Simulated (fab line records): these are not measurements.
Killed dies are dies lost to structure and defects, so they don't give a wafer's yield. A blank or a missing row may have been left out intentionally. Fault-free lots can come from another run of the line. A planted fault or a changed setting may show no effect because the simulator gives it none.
Problem report in the 8D (eight disciplines) form, filled by code -- flow rit_cmos -- the parts of the form that need people (team, actions taken, sign-off) are left out

## 1. WHAT WENT WRONG
SILICIDE_TI_RS at RIT_SILICIDE_RS_MEAS_02 reads a mean of 170.4 ohm/sq on 2 wafers of 1 lot; wafers without a fault read 49.6 ohm/sq with a standard deviation of 0.7. So: +99 or more standard deviations from the usual mean.
The step: measures by four-point-probe.
Earliest sighting: wafer L373.1 on film_metro-03 at day 6 12:31. The record has a number at this step for 39 wafers belonging to 13 lots. By rule, "out" or "out of limits" means more than 4 standard deviations away from the usual mean. Any other wafer with a number is counted as sound.

## 2. WHAT IT IS, WHAT IT ISN'T
question,is,is not
which readings at this step,SILICIDE_TI_RS,-
which lots,L373,"L357, L358, L360, L361, L363, L364, L365, L366, L367, L368, L369, L370"
which wafers of those lots,"L373.1, L373.5",L373.6
read on which gauges,film_metro-03,"film_metro-02, film_metro-04"
when,from day 6 12:31,up to then (37 sound wafers)

## 3. THE SUSPECTS, EACH WITH WHAT RULES IT OUT
Counting: any tool at a process step up to the reading remains a suspect provided it ran every lot that is out. Sound lots after the first of them don't rule it out here, since some wafers of a struck lot are sound.
- the gauge at RIT_SILICIDE_RS_MEAS_02: kept. All the wafers that are out were read on film_metro-03, and no step on other tools shows them out.
- pvd_sputter-02 at RIT_SILICIDE_SPUTTER_01 (material Ti, target thk 30 nm, time 234.8 s): kept. It processed L373, the lot that is out, at day 6 12:22, and its most recent sound lot before then was L369 at day 5 20:40.
Left after counting: pvd_sputter-02 at RIT_SILICIDE_SPUTTER_01, film_metro-03 at RIT_SILICIDE_RS_MEAS_02.

## 4. THE CAUSE (what the simulator had put in)
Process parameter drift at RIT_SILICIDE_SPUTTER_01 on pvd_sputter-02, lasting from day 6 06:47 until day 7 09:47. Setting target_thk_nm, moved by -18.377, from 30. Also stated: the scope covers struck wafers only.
Counting leaves 2 suspects; this tool is one of them.

## 5. THE CHAIN OF EFFECTS, in route order
Each row: a reading where the mean over the struck wafers with a number is more than 3 standard deviations away from the usual. Only readings whose record carries a usual standard deviation are examined. hours: median over the lots of the time between each lot's start at the first step of this table that gives one and its start at this step. sigmas: the change, counted in usual standard deviations.
hours,step,reading,usual,on struck wafers,change,sigmas
0,RIT_SILICIDE_RS_MEAS_02,SILICIDE_TI_RS,49.6 ohm/sq,170.4,+120.8,+99 or more
2,RIT_SILICIDE_THK_MEAS_03,SILICIDE_TI_THK,28.9 nm,11.1,-17.8,-43
12,RIT_M1_PROBE_99,killed_at_M0_to_M3,0.0,0.5,+0.5,+4.2
The process steps in it:
- RIT_M1_PROBE_99

## 6. HOW IT WOULD HAVE BEEN CAUGHT EARLIER
6 hours passed between the start of the fault at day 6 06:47 and the first reading out of limits at a measuring or inspecting step in this record, taken at day 6 12:31.
An alarm limit of 4 standard deviations would not have fired on the tool readings at RIT_SILICIDE_SPUTTER_01 for which the record gives a usual standard deviation, since none of them was out on any struck wafer.
By day 6 12:31, every lot that is out (1) had started RIT_SILICIDE_SPUTTER_01 on pvd_sputter-02. Had the tool been put on hold then, not one of them would have been saved.
